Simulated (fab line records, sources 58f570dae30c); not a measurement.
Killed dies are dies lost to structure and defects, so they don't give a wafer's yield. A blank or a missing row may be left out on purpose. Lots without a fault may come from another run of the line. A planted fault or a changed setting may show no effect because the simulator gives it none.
Which tool did it? | flow berkeley_cmos170 | 15 lots, 43 wafers sampled, at 4 steps of a route of 331

WHAT THE GAUGES READ, wafer by wafer
UCB170_V2_CD_MEAS_90: target cd 700 nm.
lot  | measured     | on        | cd_nm (nm)
L478 | day 7 10:05  | cd_sem-02 | 700.4 700.0 700.6
L479 | day 7 15:15  | cd_sem-01 | 698.6 698.0 698.2
L481 | day 8 00:55  | cd_sem-02 | 698.8 698.5 698.0
L483 | day 8 01:36  | cd_sem-02 | 700.4 699.8 700.1
L482 | day 8 01:47  | cd_sem-01 | 698.0 700.4 699.7
L484 | day 8 14:46  | cd_sem-02 | 699.5 699.0 699.8
L485 | day 8 23:55  | cd_sem-02 | 700.7 701.0 699.8
L487 | day 9 19:18  | cd_sem-01 | 699.9 699.2 700.9
L490 | day 9 20:31  | cd_sem-01 | 698.4 701.1 699.2
L489 | day 9 20:50  | cd_sem-02 | 699.7 697.3
L491 | day 10 03:50 | cd_sem-01 | 702.2 700.8
L496 | day 11 12:21 | cd_sem-01 | 700.5 700.9 700.5
L499 | day 12 11:17 | cd_sem-02 | 703.1 701.6 703.1
L500 | day 12 19:08 | cd_sem-01 | 698.6 699.4 697.7
L501 | day 12 19:31 | cd_sem-01 | 701.0 700.5 701.5

WHICH TOOL RAN EACH LOT (tool, then ch and the chambers of the sampled wafers, then the start)
lot  | UCB170_ACTIVE_CLEAN_17         | UCB170_M2_SPUTTER_01         | UCB170_M2_ETCH_17
L478 | wet_bench-02 ch 3, day 4 06:59 | pvd_sputter-04, day 7 03:57  | rie_diel-02 ch 1,3, day 7 06:09
L479 | wet_bench-03 ch 1, day 4 09:10 | pvd_sputter-04, day 7 08:29  | rie_diel-04 ch 1,3, day 7 12:14
L481 | wet_bench-03 ch 3, day 4 12:35 | pvd_sputter-03, day 7 20:02  | rie_diel-02 ch 1,2,3, day 7 22:09
L483 | wet_bench-02 ch 1, day 4 15:06 | pvd_sputter-01, day 7 20:08  | rie_diel-04 ch 1,2,3, day 7 22:23
L482 | wet_bench-02 ch 0, day 4 15:17 | pvd_sputter-04, day 7 20:19  | rie_diel-01 ch 0,1,3, day 7 22:38
L484 | wet_bench-02 ch 1, day 5 04:55 | pvd_sputter-01, day 8 09:39  | rie_diel-01 ch 0,1,3, day 8 12:01
L485 | wet_bench-02 ch 1, day 5 18:59 | pvd_sputter-01, day 8 18:58  | rie_diel-02 ch 2,3, day 8 20:58
L487 | wet_bench-04 ch 3, day 6 02:29 | pvd_sputter-01, day 9 14:38  | rie_diel-01 ch 0,1,3, day 9 16:38
L490 | wet_bench-02 ch 3, day 6 03:58 | pvd_sputter-03, day 9 15:16  | rie_diel-02 ch 0,1,3, day 9 17:29
L489 | wet_bench-02 ch 2, day 6 04:14 | pvd_sputter-01, day 9 15:29  | rie_diel-01 ch 0,3, day 9 17:44
L491 | wet_bench-02 ch 3, day 6 16:25 | pvd_sputter-01, day 9 23:02  | rie_diel-01 ch 0,2, day 10 01:01
L496 | wet_bench-04 ch 1, day 8 02:21 | pvd_sputter-04, day 11 07:04 | rie_diel-01 ch 1,2,3, day 11 09:42
L499 | wet_bench-03 ch 2, day 8 18:36 | pvd_sputter-01, day 12 05:47 | rie_diel-04 ch 1,2,3, day 12 08:25
L500 | wet_bench-04 ch 0, day 9 02:10 | pvd_sputter-04, day 12 14:01 | rie_diel-02 ch 0,1, day 12 16:28
L501 | wet_bench-03 ch 2, day 9 04:43 | pvd_sputter-01, day 12 14:18 | rie_diel-04 ch 0,1,2, day 12 16:43
- UCB170_ACTIVE_CLEAN_17: cleans in SPM, time 600 s.
- UCB170_M2_SPUTTER_01: material Al, target thk 900 nm, time 120 s.
- UCB170_M2_ETCH_17: etches BARC in N2/H2.

WHAT THE TOOLS THEMSELVES READ (means of the sampled wafers that have a number; where no wafer has one, the mark that the record gives instead)
UCB170_ACTIVE_CLEAN_17.
lot  | tool         | temp_c (C)
L478 | wet_bench-02 | 120.01
L479 | wet_bench-03 | 119.90
L481 | wet_bench-03 | 120.14
L483 | wet_bench-02 | 119.94
L482 | wet_bench-02 | 120.11
L484 | wet_bench-02 | 119.73
L485 | wet_bench-02 | 119.97
L487 | wet_bench-04 | 120.09
L490 | wet_bench-02 | 120.04
L489 | wet_bench-02 | 119.98
L491 | wet_bench-02 | 119.84
L496 | wet_bench-04 | 120.07
L499 | wet_bench-03 | 119.97
L500 | wet_bench-04 | 119.98
L501 | wet_bench-03 | 119.85

UCB170_M2_SPUTTER_01.
lot  | tool           | throttle_valve_pct (%)
L478 | pvd_sputter-04 | 29.7
L479 | pvd_sputter-04 | 29.6
L481 | pvd_sputter-03 | 31.5
L483 | pvd_sputter-01 | 30.9
L482 | pvd_sputter-04 | 29.9
L484 | pvd_sputter-01 | 30.4
L485 | pvd_sputter-01 | 29.6
L487 | pvd_sputter-01 | 30.6
L490 | pvd_sputter-03 | 29.3
L489 | pvd_sputter-01 | 30.9
L491 | pvd_sputter-01 | 30.8
L496 | pvd_sputter-04 | 29.8
L499 | pvd_sputter-01 | 30.3
L500 | pvd_sputter-04 | 29.9
L501 | pvd_sputter-01 | 31.0

UCB170_M2_ETCH_17.
lot  | tool        | drypump_motor_current_A (A) | oes_product_au (a.u.) | throttle_valve_pct (%)
L478 | rie_diel-02 | 5.9                         | 0.980                 | 13.39
L479 | rie_diel-04 | 5.6                         | 1.009                 | 13.27
L481 | rie_diel-02 | 5.7                         | 0.987                 | 13.43
L483 | rie_diel-04 | 5.4                         | 1.024                 | 13.25
L482 | rie_diel-01 | 5.7                         | 0.996                 | 13.25
L484 | rie_diel-01 | 5.6                         | 0.998                 | 13.26
L485 | rie_diel-02 | 5.9                         | 0.992                 | 13.50
L487 | rie_diel-01 | 5.6                         | 0.996                 | 13.25
L490 | rie_diel-02 | 6.0                         | 0.993                 | 13.36
L489 | rie_diel-01 | 5.5                         | 0.994                 | 13.38
L491 | rie_diel-01 | 5.2                         | 1.010                 | 13.48
L496 | rie_diel-01 | 5.8                         | 1.031                 | 13.18
L499 | rie_diel-04 | 5.5                         | 1.012                 | 13.23
L500 | rie_diel-02 | 5.7                         | 0.982                 | 13.27
L501 | rie_diel-04 | 5.8                         | 1.008                 | 13.23

THE ANSWER, worked out from the rows above alone
Rule: what is usual is taken from the lots themselves. Put in order of their means at a reading, lots are off if they are a third of the lots or fewer, leave a main group of 4 or more, and stand apart from it by a gap of 3 or more times the standard deviation of the main group's means; of several such gaps the widest counts. A main group whose means are all the same, to the digits that the tables above print for the reading, isn't used. A lot without any number at a reading at which 4 lots or more have one is off too. The other lots that the step has rows for count as sound. The gauges are gone through in route order, then the tools' own readings, and for those a lot's mean is taken as printed above. The first step at which some lot is off is used, and at that step the reading that is off furthest; a lot without a number counts as furthest.
No lot is off at any reading shown: from this, nothing can be told.

WHAT THE SIMULATOR HAD PUT IN
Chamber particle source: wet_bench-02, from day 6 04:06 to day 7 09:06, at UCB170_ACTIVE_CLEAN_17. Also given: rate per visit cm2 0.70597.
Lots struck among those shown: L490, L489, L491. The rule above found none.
